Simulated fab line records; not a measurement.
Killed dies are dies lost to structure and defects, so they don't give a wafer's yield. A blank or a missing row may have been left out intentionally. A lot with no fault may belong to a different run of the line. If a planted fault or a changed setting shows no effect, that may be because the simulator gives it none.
Chamber matching ; flow berkeley-cmos170 ; rie-diel-04 running UCB170_M1_ETCH_11: 4 sister chambers
The step etches BARC in N2/H2. 4 wafers are shown with their chamber, then 7 later ones without.

## EACH WAFER AND ITS CHAMBER
wafer;chamber;drypump-motor-current-A (A)
L899.2;2;5.8
L899.3;1;5.8
L900.2;3;6.3
L900.3;0;6.2

## WAFERS WITHOUT THEIR CHAMBER
wafer;drypump-motor-current-A (A)
L900.4;5.7
L907.1;5.7
L907.3;6.3
L907.5;6.3
L909.2;6.3
L909.4;5.7
L909.5;6.3

## WHICH CHAMBER EACH ONE RAN IN
wafer;from the rows above;in truth
L900.4;can't be placed: 1 or 2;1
L907.1;can't be placed: 1 or 2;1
L907.3;can't be placed: 3 or 0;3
L907.5;can't be placed: 3 or 0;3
L909.2;can't be placed: 3 or 0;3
L909.4;can't be placed: 1 or 2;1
L909.5;can't be placed: 3 or 0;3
Placed correctly: 0 of 7. Unplaceable from these rows: 7, with the true chamber sitting among the candidates in 7. Placed wrongly: 0.
How it was worked out, from the rows above alone: a wafer's distance from a chamber is the root of the sum, over the readings, of the square of ((its reading less the chamber's mean) divided by the reading's scatter). The wafer belongs to the nearest chamber; if the next one is less than 2 further off, it can't be placed. For every chamber, the mean is computed from those of its wafers that are shown. The scatter: with one shown wafer a chamber, the root of the mean of the squares of how far each hidden wafer lies from its nearest shown one.
